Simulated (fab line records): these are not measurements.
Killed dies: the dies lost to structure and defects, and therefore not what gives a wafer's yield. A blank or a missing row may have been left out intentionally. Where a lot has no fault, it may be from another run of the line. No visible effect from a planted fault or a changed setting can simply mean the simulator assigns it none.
Which tool was responsible? | flow berkeley_cmos170 | 13 lots with 39 wafers sampled at 4 steps, on a route of 331 steps

WHAT EACH GAUGE READ, for each wafer
UCB170_SDANNEAL_RS_MEAS_02: measures by four-point-probe. Usual: PSD_RS 75.57 ohm/sq, standard deviation 0.27.
lot  | measured     | on            | PSD_RS (ohm/sq)      | flag
L584 | day 6 18:47  | film_metro-03 | 75.69 75.84 75.55    |
L583 | day 6 19:29  | film_metro-04 | 75.27 75.43 75.09    |
L585 | day 6 19:41  | film_metro-03 | 76.28 76.11 76.17    |
L586 | day 7 07:19  | film_metro-04 | 75.62 76.06 75.80    |
L587 | day 7 07:31  | film_metro-03 | 75.46 75.23 75.82    |
L591 | day 8 13:53  | film_metro-02 | 104.97 104.91 104.95 | OFF
L593 | day 8 15:20  | film_metro-03 | 104.26 104.81 104.65 | OFF
L597 | day 9 13:32  | film_metro-03 | 76.30 75.83 75.86    |
L599 | day 9 18:58  | film_metro-04 | 75.35 75.61 75.26    |
L598 | day 9 19:28  | film_metro-04 | 75.68 76.01 76.01    |
L601 | day 10 05:54 | film_metro-02 | 75.54 75.35 75.56    |
L605 | day 11 04:53 | film_metro-03 | 75.84 75.62 75.61    |
L604 | day 11 05:29 | film_metro-03 | 75.24 75.51 75.50    |

UCB170_SDANNEAL_RS_MEAS_03: measures by four-point-probe. Usual: NSD_RS 37.29 ohm/sq, standard deviation 0.083.
lot  | measured     | on            | NSD_RS (ohm/sq)   | flag
L584 | day 6 18:54  | film_metro-03 | 37.27 37.29 37.36 |
L583 | day 6 19:37  | film_metro-04 | 37.24 37.40 37.30 |
L585 | day 6 19:48  | film_metro-03 | 37.19 37.22 37.19 |
L586 | day 7 07:26  | film_metro-04 | 37.30 37.23 37.33 |
L587 | day 7 07:38  | film_metro-03 | 37.38 37.51 37.37 |
L591 | day 8 14:00  | film_metro-02 | 40.63 40.64 40.64 | OFF
L593 | day 8 15:28  | film_metro-03 | 40.69 40.60 40.58 | OFF
L597 | day 9 13:39  | film_metro-03 | 37.29 37.36 37.23 |
L599 | day 9 19:05  | film_metro-04 | 37.36 37.42 37.36 |
L598 | day 9 19:35  | film_metro-04 | 37.26 37.27 37.16 |
L601 | day 10 06:01 | film_metro-02 | 37.20 37.17 37.13 |
L605 | day 11 05:00 | film_metro-03 | 37.11 37.20 37.20 |
L604 | day 11 05:36 | film_metro-03 | 37.37 37.40 37.19 |

UCB170_SDANNEAL_RS_MEAS_04: measures by four-point-probe. Usual: PLDD_RS 1032.0 ohm/sq, standard deviation 2.4.
lot  | measured     | on            | PLDD_RS (ohm/sq)     | flag
L584 | day 6 19:01  | film_metro-03 | 1032.5 1031.7 1033.1 |
L583 | day 6 19:44  | film_metro-04 | 1033.9 1031.6 1031.5 |
L585 | day 6 19:55  | film_metro-03 | 1031.4 1031.0 1032.8 |
L586 | day 7 07:33  | film_metro-04 | 1031.5 1029.7 1029.4 |
L587 | day 7 07:45  | film_metro-03 | 1036.6 1036.1 1036.5 |
L591 | day 8 14:07  | film_metro-02 | 1047.3 1046.9 1047.0 | OFF
L593 | day 8 15:35  | film_metro-03 | 1050.4 1054.7 1049.7 | OFF
L597 | day 9 13:46  | film_metro-03 | 1038.4 1034.1 1032.6 |
L599 | day 9 19:12  | film_metro-04 | 1028.7 1030.9 1029.5 |
L598 | day 9 19:43  | film_metro-04 | 1030.8 1031.7 1030.8 |
L601 | day 10 06:08 | film_metro-02 | 1028.6 1030.9 1030.2 |
L605 | day 11 05:07 | film_metro-03 | 1030.2 1031.6 1032.3 |
L604 | day 11 05:43 | film_metro-03 | 1034.3 1033.4 1033.5 |

TOOL THAT RAN EACH LOT (tool first, then ch and the chambers of the sampled wafers, then the start)
lot  | UCB170_SDANNEAL_RTA_01
L584 | rtp_anneal-01 ch 0, day 6 18:43
L583 | rtp_anneal-02 ch 0, day 6 19:25
L585 | rtp_anneal-02 ch 0, day 6 19:36
L586 | rtp_anneal-02 ch 0, day 7 07:15
L587 | rtp_anneal-01 ch 0, day 7 07:26
L591 | rtp_anneal-01 ch 0, day 8 13:48
L593 | rtp_anneal-01 ch 0, day 8 15:16
L597 | rtp_anneal-02 ch 0, day 9 13:28
L599 | rtp_anneal-02 ch 0, day 9 18:53
L598 | rtp_anneal-02 ch 0, day 9 19:25
L601 | rtp_anneal-02 ch 0, day 10 05:50
L605 | rtp_anneal-02 ch 0, day 11 04:49
L604 | rtp_anneal-02 ch 0, day 11 05:25
- UCB170_SDANNEAL_RTA_01: time 5 s.

WHAT THE TOOLS THEMSELVES READ (means of the sampled wafers that have a number; where no wafer has one, the mark that the record gives instead)
UCB170_SDANNEAL_RTA_01. Usual: lamp_power_pct 41.3 %, standard deviation 0.8; wafer_temp_C_max 1054.4, standard deviation 1.6.
lot  | tool          | lamp_power_pct (%) | wafer_temp_C_max | flag
L584 | rtp_anneal-01 | 42.1               | 1056.3           |
L583 | rtp_anneal-02 | 40.5               | 1052.1           |
L585 | rtp_anneal-02 | 40.4               | 1053.1           |
L586 | rtp_anneal-02 | 40.5               | 1053.3           |
L587 | rtp_anneal-01 | 42.1               | 1056.8           |
L591 | rtp_anneal-01 | 42.1               | 1055.3           |
L593 | rtp_anneal-01 | 42.1               | 1055.6           |
L597 | rtp_anneal-02 | 40.4               | 1052.6           |
L599 | rtp_anneal-02 | 40.4               | 1053.6           |
L598 | rtp_anneal-02 | 40.5               | 1052.9           |
L601 | rtp_anneal-02 | 40.4               | 1052.6           |
L605 | rtp_anneal-02 | 40.5               | 1053.6           |
L604 | rtp_anneal-02 | 40.5               | 1053.1           |

THE ANSWER, worked out from the rows above alone
Rule: a lot is off if the mean of its wafers that have a number lies more than 3 standard deviations from the usual mean. Also off: a lot with no number at a reading for which 4 or more lots have one. Any other lot the step has rows for is counted as sound. The gauges are gone through in route order, then the tools' own readings, and for those a lot's mean is taken as printed above. The first step at which some lot is off is used, and at that step the reading that is off furthest; a lot without a number counts as furthest.
Off: at UCB170_SDANNEAL_RS_MEAS_02 (PSD_RS), L591, L593.
A tool fits if, at a process step before that reading, it ran every lot that is off, and no sound lot after the first of them. Those tools and the gauges at UCB170_SDANNEAL_RS_MEAS_02 are tried in the same way. One fits: rtp_anneal-01 at UCB170_SDANNEAL_RTA_01. Its last sound lot is L587 (day 7 07:26), its first lot that is off L591 (day 8 13:48): a fault that began between those two fits.

WHAT HAD BEEN PUT IN BY THE SIMULATOR
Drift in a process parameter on rtp_anneal-01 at UCB170_SDANNEAL_RTA_01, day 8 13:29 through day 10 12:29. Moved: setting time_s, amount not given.
Lots struck among those shown: L591, L593. The rule above found the same.
